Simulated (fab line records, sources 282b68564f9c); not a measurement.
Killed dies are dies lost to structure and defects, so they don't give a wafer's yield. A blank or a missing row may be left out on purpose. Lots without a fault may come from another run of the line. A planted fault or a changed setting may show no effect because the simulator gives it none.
fab line records | flow rit_cmos
record lots=6 wafers=18 last_day=7
route steps=202 shown ACTIVE@11 FOX1@20 FOX2@23 NWELL@28 PWELL@39 WELLDRIVE@50 SILICIDE@161 M1@202
lots that met no fault: from a run of the same line without faults
start_h: hours from the record's first day to the start of the lot's first wafer shown | wait_h: hours since the lot's step before | " the same as in the row above | L1.1+2: a row that stands for several wafers | - no value, or no start given | * or withheld: withheld | < > ~ a bound
route shown NAME@n: a module of which the file shows steps, and the number in the route of the first | usual: mean/standard deviation of fault-free wafers | same: alike in all rows | chamber/n: place in a boat | sites: the reading at each site | _std_site: their standard deviation | _edge_site: outer sites' mean less inner sites' | radius_mm: how far each site lies from the wafer's centre | mask NAME#n: copy n | behind: the tool/chamber that last shaped the wafer | hold: why the lot was held/for how many hours/how that ended | device: the transistor (n, p or np) that didn't switch | end of line: the same wafers' tests at the end of the route | a step without rows: its recipe alone | killed: dies lost to structure and defects at the first sort, not the wafer's yield | map: a wafer's dies, x killed, . not, _ none there
set.NAME: the setting as run; set.NAME@STEP: as run at that earlier step | model.NAME: the simulator's own value behind a step, which no gauge read
lots at some steps of the route; a table a step, a row a wafer
services: from which hour (start_h, from the record's first day; less than 0 if before it) a tool's chamber was out of use, for how many hours, and why
## steps
# step RIT_ACTIVE_DEVELOP_10
# recipe resist=NOVOLAK develop_time_s=50 dev_temp_c=23
# step RIT_ACTIVE_CD_MEAS_11
# recipe target_cd_nm=1400
# usual cd_nm=1399.9/2.3
# columns lot.wafer tool chamber start_h wait_h cd_nm
L347.1 cd_sem-01 - 14.66 - 1400.6
L347.2 " - " " 1399.2
L347.5 " - " " 1400.7
L352.1 cd_sem-01 - 41.38 - 1404.3
L352.3 " - " " 1403.2
L352.4 " - " " 1404.2
L357.1 cd_sem-02 - 65.96 - 1399.9
L357.4 " - " " 1398.3
L357.6 " - " " 1404.0
L359.3 cd_sem-02 - 76.73 - 1400.8
L359.4 " - " " 1401.1
L359.5 " - " " 1401.4
L365.2 cd_sem-01 - 104.94 - 1404.2
L365.3 " - " " 1403.1
L365.5 " - " " 1403.6
L368.2 cd_sem-01 - 119.67 - 1394.4
L368.3 " - " " 1393.7
L368.5 " - " " 1392.8
# step RIT_ACTIVE_HARDBAKE_12
# recipe resist=NOVOLAK temp_c=140 time_s=60
# step RIT_ACTIVE_ETCH_13
# recipe stop_on=SiO2 chemistry=SF6 target=Si3N4 time_s=210 over_etch_frac=0.4 SF6_flow_sccm=200 pressure_mtorr=260 rf_w=125 target_depth_a=2100
# usual drypump_motor_current_A=5.7/0.44 oes_product_au=0.820/0.012 throttle_valve_pct=7.52/0.14
# columns lot.wafer tool chamber start_h wait_h drypump_motor_current_A oes_product_au rf_hours_counter_h throttle_valve_pct
L347.1 rie_diel-01 2 14.93 0.1 5.4 0.815 116 7.33
L347.2 " 3 " " 5.0 0.815 9 7.59
L347.5 " 1 " " 5.7 0.831 - 7.74
L352.1 rie_diel-01 0 41.65 0.1 6.6 0.816 2 7.40
L352.3 " 1 " " 5.7 0.821 131 7.75
L352.4 " 2 " " 5.4 0.819 117 7.35
L357.1 rie_diel-03 3 66.23 0.1 4.8 0.838 65 7.57
L357.4 " 2 " " 6.2 0.827 7 7.40
L357.6 " 1 " " 5.9 0.799 - 7.62
L359.3 rie_diel-01 3 76.96 0.1 5.0 0.814 10 7.58
L359.4 " 0 " " 6.6 0.815 3 7.42
L359.5 " 2 " " 5.4 0.821 - 7.34
L365.2 rie_diel-03 0 105.19 0.1 5.4 0.830 52 7.59
L365.3 " 2 " " 6.2 0.826 8 7.39
L365.5 " 3 " " 4.8 0.838 - 7.58
L368.2 rie_diel-01 1 119.92 0.1 5.7 0.819 132 7.73
L368.3 " 1 " " 5.7 0.813 - 7.75
L368.5 " 0 " " 6.6 0.807 - 7.41
# step RIT_ACTIVE_STRIP_14
# recipe chemistry=O2 time_s=180 resist=NOVOLAK platen_temp_c=withheld power_w=500 pressure_mtorr=4000 o2_flow_sccm=4000
# usual drypump_motor_current_A=5.85/0.18
# columns lot.wafer tool chamber start_h wait_h drypump_motor_current_A rf_hours_counter_h
L347.1 plasma_asher-01 1 15.06 0.1 5.67 36
L347.2 " 0 " " 6.12 36
L347.5 " 1 " " 5.68 -
L352.1 plasma_asher-02 0 41.78 0.1 5.72 40
L352.3 " 1 " " 5.88 -
L352.4 " 0 " " 5.73 -
L357.1 plasma_asher-02 0 66.36 0.1 5.72 43
L357.4 " 1 " " 5.86 -
L357.6 " 1 " " 5.85 -
L359.3 plasma_asher-01 0 77.16 0.1 6.12 -
L359.4 " 1 " " 5.64 -
L359.5 " 0 " " 6.14 -
L365.2 plasma_asher-03 1 105.32 0.1 6.04 46
L365.3 " 0 " " 5.76 -
L365.5 " 1 " " 6.04 -
L368.2 plasma_asher-01 1 120.12 0.1 5.63 0
L368.3 " 0 " " 6.12 -
L368.5 " 0 " " 6.10 -
# step RIT_ACTIVE_CD_MEAS_90
# recipe target_cd_nm=1400
# usual cd_nm=1400.0/2.3
# columns lot.wafer tool chamber start_h wait_h cd_nm
L347.1 cd_sem-01 - 15.24 0.1 1400.9
L347.2 " - " " 1399.4
L347.5 " - " " 1400.5
L352.1 cd_sem-02 - 41.96 0.1 1404.1
L352.3 " - " " 1403.1
L352.4 " - " " 1403.7
L357.1 cd_sem-01 - 66.54 0.1 1399.6
L357.4 " - " " 1398.5
L357.6 " - " " 1403.7
L359.3 cd_sem-01 - 77.31 0.1 1400.8
L359.4 " - " " 1401.4
L359.5 " - " " 1401.8
L365.2 cd_sem-01 - 105.52 0.1 1404.5
L365.3 " - " " 1403.2
L365.5 " - " " 1403.3
L368.2 cd_sem-01 - 120.31 0.1 1394.3
L368.3 " - " " 1393.5
L368.5 " - " " 1393.3
# step RIT_ACTIVE_CLEAN_15
# recipe chemistry=SC1 mix=3:3:50 time_s=600 temp_c=75
# step RIT_ACTIVE_CLEAN_16
# recipe chemistry=dHF dilution=50:1 time_s=30
# step RIT_ACTIVE_CLEAN_17
# recipe chemistry=SC2 mix=3:3:50 time_s=600 temp_c=75 dry=n2_spin
# step RIT_FOX1_OXIDATION_00
# recipe temp_c=1100 ambient=H2O target_thk_a=3507 p_h2o_torr=720 ox_time_s=1130
# step RIT_FOX1_THK_MEAS_01
# recipe reads=SiO2_of_FOX1_OXIDATION_00
# usual FOX1_OXIDE_THK=349/8.2
# columns lot.wafer tool chamber start_h wait_h FOX1_OXIDE_THK[nm]
L347.1 film_metro-01 - 17.55 0.0 343
L347.2 " - " " 342
L347.5 " - " " 348
L352.1 film_metro-03 - 45.00 0.0 344
L352.3 " - " " 346
L352.4 " - " " 344
L357.1 film_metro-04 - 68.34 0.0 358
L357.4 " - " " 364
L357.6 " - " " 363
L359.3 film_metro-01 - 79.09 0.0 345
L359.4 " - " " 341
L359.5 " - " " 342
L365.2 film_metro-03 - 109.04 0.0 354
L365.3 " - " " 344
L365.5 " - " " 353
L368.2 film_metro-04 - 123.44 0.0 351
L368.3 " - " " 350
L368.5 " - " " 352
# step RIT_FOX1_WET_ETCH_02
# recipe chemistry=BOE target_depth_nm=350 time_s=390 temp_c=21.5 dry=n2_spin dilution=10:1 target=SiO2
# step RIT_FOX2_OXIDATION_00
# recipe temp_c=1100 ambient=H2O target_thk_a=3507 p_h2o_torr=720 ox_time_s=1130
# columns lot.wafer tool chamber start_h wait_h model.SiO2_of_FOX2_OXIDATION_00.thk_nm
L347.1 furnace-01 0 17.73 0.0 350.4
L347.2 " 0 " " 349.6
L347.5 " 0 " " 356.4
L352.1 furnace-04 0 45.17 0.0 347.7
L352.3 " 0 " " 350.1
L352.4 " 0 " " 348.6
L357.1 furnace-04 0 68.51 0.0 319.4
L357.4 " 0 " " 322
L357.6 " 0 " " 325.5
L359.3 furnace-04 0 79.38 0.1 329.3
L359.4 " 0 " " 330.1
L359.5 " 0 " " 324.6
L365.2+3 furnace-01 0 109.21 0.0 346.6
L365.5 " 0 " " 349.5
L368.2 furnace-01 0 123.62 0.0 338.6
L368.3 " 0 " " 343.6
L368.5 " 0 " " 336.7
# step RIT_FOX2_THK_MEAS_01
# recipe reads=SiO2_of_FOX2_OXIDATION_00
# usual FOX2_OXIDE_THK=349/6.3
# columns lot.wafer tool chamber start_h wait_h FOX2_OXIDE_THK[nm]
L347.1 film_metro-01 - 19.04 0.0 351
L347.2 " - " " 349
L347.5 " - " " 357
L352.1 film_metro-02 - 46.49 0.0 348
L352.3 " - " " 350
L352.4 " - " " 349
L357.1 film_metro-01 - 69.83 0.0 319
L357.4 " - " " 322
L357.6 " - " " 325
L359.3 film_metro-01 - 80.72 0.0 329
L359.4 " - " " 330
L359.5 " - " " 325
L365.2 film_metro-02 - 110.53 0.0 346
L365.3 " - " " 346
L365.5 " - " " 350
L368.2 film_metro-02 - 124.94 0.0 339
L368.3 " - " " 344
L368.5 " - " " 337
# step RIT_FOX2_CLEAN_02
# recipe chemistry=dHF dilution=50:1 time_s=180
# step RIT_FOX2_WET_ETCH_03
# recipe chemistry=H3PO4 target=Si3N4 target_depth_nm=195 temp_c=165 time_s=2700
# step RIT_FOX2_THK_MEAS_90
# recipe reads=SiO2_of_FOX2_OXIDATION_00
# usual FIELD_OXIDE_LEFT_1_THK=322/6.2
# columns lot.wafer tool chamber start_h wait_h FIELD_OXIDE_LEFT_1_THK[nm]
L347.1 film_metro-01 - 19.92 0.0 322
L347.2 " - " " 322
L347.5 " - " " 329
L352.1 film_metro-02 - 47.36 0.0 320
L352.3 " - " " 323
L352.4 " - " " 321
L357.1 film_metro-01 - 70.77 0.0 292
L357.4 " - " " 294
L357.6 " - " " 298
L359.3 film_metro-01 - 81.60 0.0 302
L359.4 " - " " 303
L359.5 " - " " 297
L365.2 film_metro-02 - 111.41 0.0 320
L365.3 " - " " 320
L365.5 " - " " 322
L368.2 film_metro-03 - 125.96 0.0 312
L368.3 " - " " 317
L368.5 " - " " 310
# step RIT_NWELL_HMDS_00
# recipe prime_time_s=60 prime_temp_c=140
# step RIT_NWELL_COAT_01
# recipe resist=NOVOLAK spin_rpm=2000 resist_thk_nm=1300
# step RIT_NWELL_SOFTBAKE_02
# recipe resist=NOVOLAK temp_c=88.75 time_s=60
# step RIT_NWELL_EXPOSE_03
# recipe mask_id=M2 na=0.57 target_cd_nm=43900 dose_mj=250
# step RIT_NWELL_PEB_04
# recipe resist=NOVOLAK temp_c=withheld time_s=withheld
# step RIT_NWELL_DEVELOP_05
# recipe resist=NOVOLAK develop_time_s=68 dev_temp_c=23
# step RIT_NWELL_OVL_MEAS_06
# usual NWELL_OVL=0.5/1.7
# columns lot.wafer tool chamber start_h wait_h NWELL_OVL[nm]
L347.1 overlay-01 - 20.91 - -1.2
L347.2 " - " " -2.4
L347.5 " - " " -2.7
L352.1 overlay-02 - 48.43 - 0.2
L352.3 " - " " 0.6
L352.4 " - " " 1.3
L357.1 overlay-01 - 71.71 - -0.4
L357.4 " - " " 0.3
L357.6 " - " " 1.1
L359.3 overlay-02 - 82.85 - 1.1
L359.4 " - " " 0.4
L359.5 " - " " 2.5
L365.2 overlay-02 - 112.47 - 0.5
L365.3 " - " " 0.4
L365.5 " - " " -0.3
L368.2 overlay-02 - 127.02 - 1.6
L368.3 " - " " -0.9
L368.5 " - " " -0.5
# step RIT_NWELL_HARDBAKE_07
# recipe resist=NOVOLAK temp_c=140 time_s=120
# step RIT_NWELL_IMPLANT_08
# recipe species=P energy_kev=170 dose_cm2=5e+13 tilt_deg=7
# step RIT_NWELL_STRIP_09
# recipe chemistry=O2 time_s=180 resist=NOVOLAK platen_temp_c=withheld power_w=500 pressure_mtorr=4000 o2_flow_sccm=4000
# usual drypump_motor_current_A=5.7/0.31
# columns lot.wafer tool chamber start_h wait_h drypump_motor_current_A rf_hours_counter_h
L347.1 plasma_asher-01 1 21.35 0.1 5.7 37
L347.2 " 0 " " 6.1 37
L347.5 " 0 " " 6.1 -
L352.1 plasma_asher-01 1 48.87 0.1 5.6 40
L352.3 " 1 " " 5.7 -
L352.4 " 0 " " 6.1 -
L357.1 plasma_asher-02 0 72.15 0.1 5.7 43
L357.4 " 0 " " 5.7 -
L357.6 " 0 " " 5.7 -
L359.3 plasma_asher-01 1 83.33 0.1 5.7 -
L359.4 " 0 " " 6.1 -
L359.5 " 1 " " 5.7 -
L365.2 plasma_asher-04 1 112.90 0.1 5.6 32
L365.3 " 0 " " 5.0 -
L365.5 " 1 " " 5.5 -
L368.2 plasma_asher-01 0 127.45 0.1 6.1 1
L368.3 " 0 " " 6.1 -
L368.5 " 1 " " 5.7 -
# step RIT_NWELL_TW_MEAS_10
# usual NWELL_TW=2128/25
# columns lot.wafer tool chamber start_h wait_h NWELL_TW
L347.1 film_metro-01 - 21.52 0.1 2072
L347.2 " - " " 2091
L347.5 " - " " 2085
L352.1 film_metro-02 - 49.04 0.1 2162
L352.3 " - " " 2162
L352.4 " - " " 2149
L357.1 film_metro-01 - 72.32 0.1 2096
L357.4 " - " " 2100
L357.6 " - " " 2099
L359.3 film_metro-02 - 83.47 0.1 2138
L359.4 " - " " 2138
L359.5 " - " " 2142
L365.2 film_metro-01 - 113.08 0.1 2098
L365.3 " - " " 2095
L365.5 " - " " 2081
L368.2 film_metro-02 - 127.64 0.1 2152
L368.3 " - " " 2130
L368.5 " - " " 2137
# step RIT_PWELL_HMDS_00
# recipe prime_time_s=60 prime_temp_c=140
# step RIT_PWELL_COAT_01
# recipe resist=NOVOLAK spin_rpm=2000 resist_thk_nm=1300
# step RIT_PWELL_SOFTBAKE_02
# recipe resist=NOVOLAK temp_c=90 time_s=60
# step RIT_PWELL_EXPOSE_03
# recipe mask_id=M3 na=0.57 target_cd_nm=43700 dose_mj=250
# step RIT_PWELL_PEB_04
# recipe resist=NOVOLAK temp_c=withheld time_s=withheld
# step RIT_PWELL_DEVELOP_05
# recipe resist=NOVOLAK develop_time_s=68 dev_temp_c=23
# step RIT_PWELL_OVL_MEAS_06
# usual PWELL_OVL=-0.3/1
# columns lot.wafer tool chamber start_h wait_h PWELL_OVL[nm]
L347.1 overlay-01 - 22.46 - -1.0
L347.2 " - " " -0.7
L347.5 " - " " -1.9
L352.1 overlay-02 - 49.98 - 1.1
L352.3 " - " " 0.1
L352.4 " - " " 0.9
L357.1 overlay-01 - 73.27 - -1.0
L357.4 " - " " -1.5
L357.6 " - " " -0.6
L359.3 overlay-01 - 84.52 - 0.4
L359.4 " - " " 0.0
L359.5 " - " " 1.2
L365.2 overlay-01 - 114.14 - -1.1
L365.3 " - " " -0.5
L365.5 " - " " -1.0
L368.2 overlay-02 - 128.83 - 0.4
L368.3 " - " " 0.9
L368.5 " - " " 0.2
# step RIT_PWELL_HARDBAKE_07
# recipe resist=NOVOLAK temp_c=140 time_s=120
# step RIT_PWELL_IMPLANT_08
# recipe species=B energy_kev=171.1 dose_cm2=7e+13 tilt_deg=7
# step RIT_PWELL_STRIP_09
# recipe chemistry=O2 time_s=180 resist=NOVOLAK platen_temp_c=withheld power_w=500 pressure_mtorr=4000 o2_flow_sccm=4000
# usual drypump_motor_current_A=5.7/0.31
# columns lot.wafer tool chamber start_h wait_h drypump_motor_current_A rf_hours_counter_h
L347.1 plasma_asher-04 0 22.90 0.1 5.0 22
L347.2 " 1 " " 5.5 22
L347.5 " 1 " " 5.5 -
L352.1 plasma_asher-03 0 50.42 0.1 5.7 40
L352.3 " 1 " " 6.0 -
L352.4 " 0 " " 5.7 -
L357.1 plasma_asher-04 1 73.71 0.1 5.6 28
L357.4 " 1 " " 5.6 -
L357.6 " 0 " " 5.0 -
L359.3 plasma_asher-03 1 85.01 0.1 6.0 -
L359.4 " 0 " " 5.7 -
L359.5 " 0 " " 5.7 -
L365.2 plasma_asher-02 1 114.61 0.1 5.8 48
L365.3 " 1 " " 5.9 -
L365.5 " 0 " " 5.7 -
L368.2 plasma_asher-03 1 129.26 0.1 6.0 49
L368.3 " 0 " " 5.7 -
L368.5 " 0 " " 5.7 -
# step RIT_PWELL_TW_MEAS_10
# usual PWELL_TW=946/12
# columns lot.wafer tool chamber start_h wait_h PWELL_TW
L347.1 film_metro-04 - 23.07 0.1 952
L347.2 " - " " 952
L347.5 " - " " 959
L352.1 film_metro-04 - 50.59 0.1 953
L352.3 " - " " 952
L352.4 " - " " 956
L357.1 film_metro-01 - 73.89 0.1 932
L357.4 " - " " 925
L357.6 " - " " 931
L359.3 film_metro-04 - 85.14 0.1 947
L359.4 " - " " 943
L359.5 " - " " 949
L365.2 film_metro-02 - 114.80 0.1 953
L365.3 " - " " 953
L365.5 " - " " 956
L368.2 film_metro-01 - 129.45 0.1 934
L368.3 " - " " 933
L368.5 " - " " 933
# step RIT_WELLDRIVE_ANNEAL_00
# recipe temp_c=1100 time_s=14700 ambient=N2
# step RIT_WELLDRIVE_RS_MEAS_01
# recipe thk_meas_gauge=four-point-probe
# usual NWELL_RS=275.5/0.7
# columns lot.wafer tool chamber start_h wait_h NWELL_RS[ohm/sq]
L347.1 film_metro-01 - 28.38 0.0 275.2
L347.2 " - " " 275.2
L347.5 " - " " 275.4
L352.1 film_metro-04 - 56.98 0.0 275.4
L352.3 " - " " 275.3
L352.4 " - " " 275.5
L357.1 film_metro-04 - 79.64 0.0 275.6
L357.4 " - " " 275.7
L357.6 " - " " 275.2
L359.3 film_metro-02 - 91.41 0.0 275.9
L359.4 " - " " 275.8
L359.5 " - " " 275.5
L365.2 film_metro-04 - 119.95 0.0 275.4
L365.3 " - " " 275.2
L365.5 " - " " 276.1
L368.2 film_metro-01 - 135.83 0.0 275.8
L368.3 " - " " 276.0
L368.5 " - " " 275.3
# step RIT_WELLDRIVE_RS_MEAS_02
# recipe thk_meas_gauge=four-point-probe
# usual PWELL_RS=429.3/1.2
# columns lot.wafer tool chamber start_h wait_h PWELL_RS[ohm/sq]
L347.1 film_metro-01 - 28.50 0.1 428.7
L347.2 " - " " 430.5
L347.5 " - " " 429.3
L352.1 film_metro-04 - 57.10 0.1 428.3
L352.3 " - " " 429.1
L352.4 " - " " 428.6
L357.1 film_metro-04 - 79.76 0.1 430.8
L357.4 " - " " 430.9
L357.6 " - " " 430.7
L359.3 film_metro-02 - 91.53 0.1 429.0
L359.4 " - " " 430.0
L359.5 " - " " 430.0
L365.2 film_metro-04 - 120.07 0.1 427.2
L365.3 " - " " 431.0
L365.5 " - " " 430.8
L368.2 film_metro-01 - 135.95 0.1 427.5
L368.3 " - " " 428.0
L368.5 " - " " 428.8
# step RIT_FOX2_THK_MEAS_91
# recipe reads=SiO2_of_FOX2_OXIDATION_00
# usual FIELD_OXIDE_LEFT_2_THK=254/6.2
# columns lot.wafer tool chamber start_h wait_h FIELD_OXIDE_LEFT_2_THK[nm]
L347.1 film_metro-02 - 32.43 0.0 255
L347.2 " - " " 253
L347.5 " - " " 261
L352.1 film_metro-03 - 60.83 0.0 252
L352.3 " - " " 254
L352.4 " - " " 253
L357.1 film_metro-02 - 84.08 0.0 224
L357.4 " - " " 227
L357.6 " - " " 230
L359.3 film_metro-01 - 95.50 0.0 235
L359.4 " - " " 235
L359.5 " - " " 230
L365.2 film_metro-01 - 124.00 0.0 252
L365.3 " - " " 252
L365.5 " - " " 254
L368.2 film_metro-01 - 139.72 0.0 244
L368.3 " - " " 249
L368.5 " - " " 242
# step RIT_SILICIDE_WET_ETCH_00
# recipe chemistry=BOE target=SiO2 target_depth_nm=14 time_s=15 dry=n2_spin dilution=10:1 temp_c=21.5
# columns lot.wafer tool chamber start_h wait_h model.SiO2_of_FOX2_OXIDATION_00.thk_nm
L347.1 wet_bench-02 2 55.31 0.1 149.7
L347.2 " 2 " " 148.3
L347.5 " 2 " " 155.5
L352.1 wet_bench-01 2 82.12 0.1 145.8
L352.3 " 2 " " 152.3
L352.4 " 2 " " 147.2
L357.1 wet_bench-01 3 105.52 0.1 119.4
L357.4 " 3 " " 121.9
L357.6 " 3 " " 125.7
L359.3 wet_bench-01 1 115.34 0.1 129
L359.4 " 1 " " 129.5
L359.5 " 1 " " 124.2
L365.2 wet_bench-03 0 146.56 0.1 146.6
L365.3 " 0 " " 146.1
L365.5 " 0 " " 149.1
L368.2 wet_bench-02 1 159.45 0.1 138.9
L368.3 " 1 " " 145.2
L368.5 " 1 " " 137.5
# step RIT_M1_PROBE_99
# usual killed_at_contacts=0.1/0.31 killed_at_front_end=8/3.1 killed_dies=8/3.2 killed_open=3.9/2.2 killed_short=3.8/2.1
# same gross_dies=264 killed_at_M0_to_M3=0 killed_at_M4_up=0 killed_at_back_side=0 killed_at_other=0
# columns lot.wafer tool chamber start_h wait_h killed_at_contacts killed_at_front_end killed_dies killed_open killed_short model.etest.field_n.vt_v model.etest.field_p_metal.vt_v model.etest.poly_comb_over_steps.leak_log10_a_um
L347.1 prober-02 - 62.30 0.1 0 10 10 6 4 34.52 -29.71 -12.96
L347.2 prober-02 - 62.35 0.1 0 5 5 3 2 34.34 -29.73 -12.69
L347.5 prober-02 - 62.50 0.2 0 10 10 5 5 35.37 -29.5 -12.59
L352.1 prober-02 - 89.03 0.1 1 4 5 1 4 34.32 -28.28 -12.93
L352.3 prober-02 - 89.13 0.2 0 8 8 4 4 34.65 -29.21 -12.47
L352.4 prober-02 - 89.18 0.2 0 4 4 3 1 34.39 -28.53 -12.86
L357.1 prober-02 - 112.75 0.1 0 0 0 0 0 30.37 -30.21 -12.45
L357.4 prober-02 - 112.90 0.2 0 7 7 4 3 30.65 -29.95 -11.99
L357.6 prober-02 - 113.00 0.2 0 8 8 4 4 31.23 -29.71 -11.6
L359.3 prober-02 - 122.51 0.2 0 9 9 4 5 31.74 -31.06 -12.93
L359.4 prober-02 - 122.56 0.2 0 6 6 4 2 31.7 -31.1 -12.79
L359.5 prober-02 - 122.61 0.2 1 13 14 6 8 30.99 -31.45 -12.73
L365.2 prober-02 - 153.99 0.1 1 7 8 6 2 34.13 -29.33 -12.73
L365.3 prober-02 - 154.04 0.2 0 9 9 3 6 33.99 -29.33 -12.72
L365.5 prober-02 - 154.14 0.2 0 10 10 5 5 34.32 -29.66 -12.91
L368.2 prober-01 - 166.31 0.1 0 9 9 6 3 33.22 -30.34 -12.91
L368.3 prober-01 - 166.36 0.2 0 7 7 5 2 33.87 -29.78 -12.83
L368.5 prober-01 - 166.46 0.2 0 9 9 6 3 32.88 -30.94 -12.63
# killed by level:class
L347.1 GATE:geometric_particle:open=2 SPACER:geometric_particle:open=2 FOX1:geometric_particle:open=1 FOX1:geometric_particle:short=1 FOX2:geometric_particle:short=1 REOX:geometric_particle:short=1 REOX:geometric_particle:open=1 SILICIDE:geometric_particle:short=1
L347.2 SILICIDE:geometric_particle:open=3 FOX1:geometric_particle:short=1 FOX2:geometric_particle:short=1
L347.5 FOX1:geometric_particle:short=3 FOX2:geometric_particle:open=3 FOX2:geometric_particle:short=2 GATE:geometric_particle:open=2
L352.1 REOX:geometric_particle:short=2 FOX1:geometric_particle:open=1 GATE:geometric_particle:short=1 CONTACT:geometric_particle:short=1
L352.3 FOX2:geometric_particle:short=2 GATE:geometric_particle:open=2 FOX1:geometric_particle:open=1 GATE:geometric_particle:short=1 SPACER:geometric_particle:short=1 SPACER:geometric_particle:open=1
L352.4 SPACER:geometric_particle:open=2 FOX1:geometric_particle:open=1 SPACER:geometric_particle:short=1
L357.1
L357.4 SPACER:geometric_particle:open=2 FOX1:geometric_particle:short=1 FOX1:geometric_particle:open=1 GATE:geometric_particle:short=1 SPACER:geometric_particle:short=1 SILICIDE:geometric_particle:open=1
L357.6 FOX1:geometric_particle:short=2 SPACER:geometric_particle:open=2 FOX1:geometric_particle:open=1 GATE:geometric_particle:short=1 GATE:geometric_particle:open=1 SPACER:geometric_particle:short=1
L359.3 SPACER:geometric_particle:short=4 GATE:geometric_particle:open=2 SILICIDE:geometric_particle:open=2 GATE:geometric_particle:short=1
L359.4 GATE:geometric_particle:open=2 REOX:geometric_particle:open=1 REOX:geometric_particle:short=1 SPACER:geometric_particle:short=1 SILICIDE:geometric_particle:open=1
L359.5 FOX2:geometric_particle:short=3 FOX2:geometric_particle:open=2 GATE:geometric_particle:short=2 GATE:geometric_particle:open=2 SILICIDE:geometric_particle:open=2 FOX1:geometric_particle:short=1 SPACER:geometric_particle:short=1 CONTACT:geometric_particle:short=1
L365.2 GATE:geometric_particle:open=2 FOX1:geometric_particle:open=1 CONTACT:geometric_particle:short=1 REOX:geometric_particle:open=1 SPACER:geometric_particle:short=1 SPACER:geometric_particle:open=1 SILICIDE:geometric_particle:open=1
L365.3 REOX:geometric_particle:short=2 SILICIDE:geometric_particle:short=2 FOX1:geometric_particle:short=1 GATE:geometric_particle:short=1 GATE:geometric_particle:open=1 SPACER:geometric_particle:open=1 SILICIDE:geometric_particle:open=1
L365.5 GATE:geometric_particle:short=3 ACTIVE:geometric_particle:open=1 FOX2:geometric_particle:short=1 GATE:geometric_particle:open=1 REOX:geometric_particle:open=1 SPACER:geometric_particle:open=1 SPACER:geometric_particle:short=1 SILICIDE:geometric_particle:open=1
L368.2 GATE:geometric_particle:short=2 REOX:geometric_particle:open=2 FOX1:geometric_particle:short=1 FOX1:geometric_particle:open=1 FOX2:geometric_particle:open=1 GATE:geometric_particle:open=1 SILICIDE:geometric_particle:open=1
L368.3 FOX1:geometric_particle:open=2 FOX2:geometric_particle:open=1 GATE:geometric_particle:open=1 SPACER:geometric_particle:short=1 SPACER:geometric_particle:open=1 SILICIDE:geometric_particle:short=1
L368.5 FOX2:geometric_particle:open=3 FOX2:geometric_particle:short=2 GATE:geometric_particle:open=2 GATE:geometric_particle:short=1 SPACER:geometric_particle:open=1
## services
# columns tool chamber start_h hours kind
furnace-01 - -0.48 3.2 pm
furnace-01 - 0.75 7.9 repair
rie_diel-03 - 16.92 0.8 repair
furnace-04 - 29.45 3.9 pm
wet_bench-01 - 29.57 2.7 repair
wet_bench-02 - 33.48 1.9 pm
rie_diel-03 0 48.54 3.1 repair
furnace-04 - 54.69 2.9 pm
plasma_asher-01 - 55.06 1.2 repair
furnace-01 - 56.98 3.1 pm
wet_bench-01 - 63.10 2.8 repair
plasma_asher-02 - 72.75 2.8 pm
rie_diel-03 0 83.63 2.8 repair
plasma_asher-01 - 108.90 9.0 pm
plasma_asher-01 0 108.90 9.0 vent_cycle
plasma_asher-01 1 108.90 9.0 vent_cycle
rie_diel-01 2 113.30 7.1 repair
plasma_asher-01 0 117.90 - clean
plasma_asher-01 1 117.90 - clean
rie_diel-01 3 118.74 1.6 repair
wet_bench-03 - 118.87 1.9 pm
plasma_asher-04 - 132.08 5.2 repair
rie_diel-01 0 144.86 6.6 repair
## key
first_sign step=RIT_FOX2_THK_MEAS_01 reading=FOX2_OXIDE_THK direction=down sigmas=3.8 usual=349 struck=325
effect step=RIT_FOX2_THK_MEAS_90 reading=FIELD_OXIDE_LEFT_1_THK direction=down sigmas=3.9 usual=322 struck=298
effect step=RIT_FOX2_THK_MEAS_91 reading=FIELD_OXIDE_LEFT_2_THK direction=down sigmas=3.8 usual=254 struck=230
model_effect step=RIT_FOX2_OXIDATION_00 value=SiO2_of_FOX2_OXIDATION_00.thk_nm without=344.6 struck=325.2
model_effect step=RIT_SILICIDE_WET_ETCH_00 value=SiO2_of_FOX2_OXIDATION_00.thk_nm without=144.4 struck=125
model_effect step=RIT_M1_PROBE_99 value=etest.field_n.vt_v without=33.79 struck=31.11
met_at RIT_FOX2_OXIDATION_00
struck_wafers L357.1,L357.4,L357.6,L359.3,L359.4,L359.5
tester_left_out L357,L359
onset_between 45.17 68.51
fault kind=process_parameter_drift tool=furnace-04 chamber=- onset_h=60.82 steps=RIT_FOX2_OXIDATION_00 channel=ox_time_s offset=* shape=step end_h=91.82 acts_in=* stated=*
# tester_left_out: of these lots the tester's yield and bins aren't shown, on N5 and GAA mostly nor the transistor test; their killed dies are dies lost to structure and defects alone, not to doping, threshold or leakage, so they don't give the yield
